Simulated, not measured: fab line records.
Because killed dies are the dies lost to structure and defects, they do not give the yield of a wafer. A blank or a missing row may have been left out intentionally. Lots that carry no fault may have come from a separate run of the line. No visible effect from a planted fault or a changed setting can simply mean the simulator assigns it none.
Which tool is to blame? + flow berkeley-cmos170 + 15 lots, 45 wafers sampled, at 3 steps of a route of 331

## WHAT THE GAUGES READ, wafer by wafer
UCB170_NSD_OVL_MEAS_07. Usual: NSD_OVL typically reads 0 nm, with standard deviation 5.3.
| lot  | measured     | on         | NSD_OVL (nm) | flag |
|------|--------------|------------|--------------|------|
| L787 | day 8 02:01  | overlay-02 | -5 1 8       |      |
| L788 | day 8 02:01  | overlay-01 | 9 0 -1       |      |
| L786 | day 8 02:17  | overlay-01 | 4 3 0        |      |
| L789 | day 8 02:34  | overlay-02 | 8 2 1        |      |
| L793 | day 9 19:17  | overlay-02 | -4 -1 0      |      |
| L792 | day 9 19:34  | overlay-01 | -14 -7 -7    |      |
| L791 | day 9 19:56  | overlay-02 | -9 -8 0      |      |
| L790 | day 9 19:39  | overlay-02 | 13 4 10      |      |
| L794 | day 10 01:09 | overlay-01 | -10 -5 -4    |      |
| L796 | day 10 11:10 | overlay-01 | 0 -5 -4      |      |
| L800 | day 11 04:31 | overlay-01 | -2 -7 5      |      |
| L798 | day 11 04:42 | overlay-01 | 1 3 8        |      |
| L801 | day 11 18:42 | overlay-02 | -2 -1 2      |      |
| L807 | day 12 17:26 | overlay-02 | 1 -1 6       |      |
| L808 | day 12 17:51 | overlay-01 | 0 4 3        |      |

## EACH LOT AND THE TOOL THAT RAN IT (in order: tool; ch and the chambers of the sampled wafers; start)
| lot  | UCB170_PSD_EXPOSE_03              | UCB170_NSD_PEB_04                 |
|------|-----------------------------------|-----------------------------------|
| L787 | krf-scanner-01 ch 0, day 7 21:16  | litho-track-02 ch 0, day 8 01:37  |
| L788 | krf-scanner-01 ch 0, day 7 21:23  | litho-track-03 ch 0, day 8 01:37  |
| L786 | krf-scanner-02 ch 0, day 7 21:39  | litho-track-03 ch 0, day 8 01:55  |
| L789 | krf-scanner-01 ch 0, day 7 21:52  | litho-track-03 ch 0, day 8 02:10  |
| L793 | krf-scanner-01 ch 0, day 9 16:21  | litho-track-02 ch 0, day 9 18:53  |
| L792 | krf-scanner-01 ch 0, day 9 16:32  | litho-track-02 ch 0, day 9 19:10  |
| L791 | krf-scanner-02 ch 0, day 9 16:50  | litho-track-03 ch 0, day 9 19:36  |
| L790 | krf-scanner-01 ch 0, day 9 17:01  | litho-track-03 ch 0, day 9 19:15  |
| L794 | krf-scanner-01 ch 0, day 9 22:52  | litho-track-03 ch 0, day 10 00:45 |
| L796 | krf-scanner-02 ch 0, day 10 08:52 | litho-track-01 ch 0, day 10 10:47 |
| L800 | krf-scanner-02 ch 0, day 10 23:53 | litho-track-03 ch 0, day 11 04:07 |
| L798 | krf-scanner-02 ch 0, day 11 00:02 | litho-track-02 ch 0, day 11 04:21 |
| L801 | krf-scanner-01 ch 0, day 11 15:00 | litho-track-01 ch 0, day 11 18:19 |
| L807 | krf-scanner-01 ch 0, day 12 13:47 | litho-track-02 ch 0, day 12 17:05 |
| L808 | krf-scanner-01 ch 0, day 12 13:59 | litho-track-01 ch 0, day 12 17:28 |
- UCB170_PSD_EXPOSE_03: exposes mask PSELECT MOD, target cd 1200 nm.
- UCB170_NSD_PEB_04

## AS READ BY THE TOOLS THEMSELVES (means over the sampled wafers that have a number; for cases with no such wafer, the mark the record gives instead)
UCB170_PSD_EXPOSE_03. Usual: exposure-dose-mJ-cm2 at 29.97, with a standard deviation of 0.036.
| lot  | tool           | exposure-dose-mJ-cm2 | flag |
|------|----------------|----------------------|------|
| L787 | krf-scanner-01 | 29.94                |      |
| L788 | krf-scanner-01 | 29.96                |      |
| L786 | krf-scanner-02 | 30.03                |      |
| L789 | krf-scanner-01 | 29.97                |      |
| L793 | krf-scanner-01 | 29.95                |      |
| L792 | krf-scanner-01 | 30.01                |      |
| L791 | krf-scanner-02 | 29.94                |      |
| L790 | krf-scanner-01 | 30.01                |      |
| L794 | krf-scanner-01 | 29.99                |      |
| L796 | krf-scanner-02 | 29.60                | OFF  |
| L800 | krf-scanner-02 | 29.67                | OFF  |
| L798 | krf-scanner-02 | 29.66                | OFF  |
| L801 | krf-scanner-01 | 29.97                |      |
| L807 | krf-scanner-01 | 30.00                |      |
| L808 | krf-scanner-01 | 29.98                |      |

UCB170_NSD_PEB_04. Usual: chill-plate-temp-C 22.99 C, standard deviation 0.1; plate-sensor-t-centre-C 131.41 C, standard deviation 0.011; plate-sensor-t-edge-C 131.53 C, standard deviation 0.01.
| lot  | tool           | chill-plate-temp-C (C) | plate-sensor-t-centre-C (C) | plate-sensor-t-edge-C (C) | flag |
|------|----------------|------------------------|-----------------------------|---------------------------|------|
| L787 | litho-track-02 | 23.01                  | 131.40                      | 131.54                    |      |
| L788 | litho-track-03 | 23.09                  | 131.41                      | 131.53                    |      |
| L786 | litho-track-03 | 23.02                  | 131.41                      | 131.53                    |      |
| L789 | litho-track-03 | 23.03                  | 131.41                      | 131.53                    |      |
| L793 | litho-track-02 | 23.09                  | 131.41                      | 131.54                    |      |
| L792 | litho-track-02 | 23.10                  | 131.41                      | 131.53                    |      |
| L791 | litho-track-03 | 22.99                  | 131.41                      | 131.53                    |      |
| L790 | litho-track-03 | 23.07                  | 131.42                      | 131.54                    |      |
| L794 | litho-track-03 | 22.99                  | 131.40                      | 131.53                    |      |
| L796 | litho-track-01 | 23.05                  | 131.41                      | 131.52                    |      |
| L800 | litho-track-03 | 22.82                  | 131.41                      | 131.53                    |      |
| L798 | litho-track-02 | 22.88                  | 131.40                      | 131.53                    |      |
| L801 | litho-track-01 | 22.96                  | 131.41                      | 131.53                    |      |
| L807 | litho-track-02 | 22.86                  | 131.40                      | 131.54                    |      |
| L808 | litho-track-01 | 22.84                  | 131.41                      | 131.54                    |      |

## THE ANSWER, worked out from the rows above alone
Rule: take the mean of a lot's wafers that have a number; if it is more than 3 standard deviations from the usual mean, the lot is off. Also off: a lot with no number at a reading for which 4 or more lots have one. All remaining lots with rows at the step are treated as sound. The gauges are gone through in route order, then the tools' own readings, and for those a lot's mean is taken as printed above. The first step at which some lot is off is used, and at that step the reading that is off furthest; a lot without a number counts as furthest.
Off: L796, L800, L798 (UCB170_PSD_EXPOSE_03, exposure-dose-mJ-cm2).
If a tool, at that step or one of the process steps before it, ran each lot that is off and ran no sound lot following the first of them, it fits. One fits: UCB170_PSD_EXPOSE_03 on krf-scanner-02. Its last sound lot is L791 (day 9 16:50), its first lot that is off L796 (day 10 08:52): a fault that began between those two fits.
The tool's own readings at UCB170_PSD_EXPOSE_03 bear it out: on the lots that are off they differ by more than 5 times the standard deviation of the sound lots' means. exposure-dose-mJ-cm2 reads 29.64 there against 29.98 on the sound lots.

## WHAT THE SIMULATOR HAD INSERTED
Process parameter drift: krf-scanner-02, from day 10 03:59 on, at UCB170_PSD_EXPOSE_03. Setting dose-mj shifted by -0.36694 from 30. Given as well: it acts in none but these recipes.
Struck lots among those shown: L796, L800, L798. The rule given above showed the same thing.
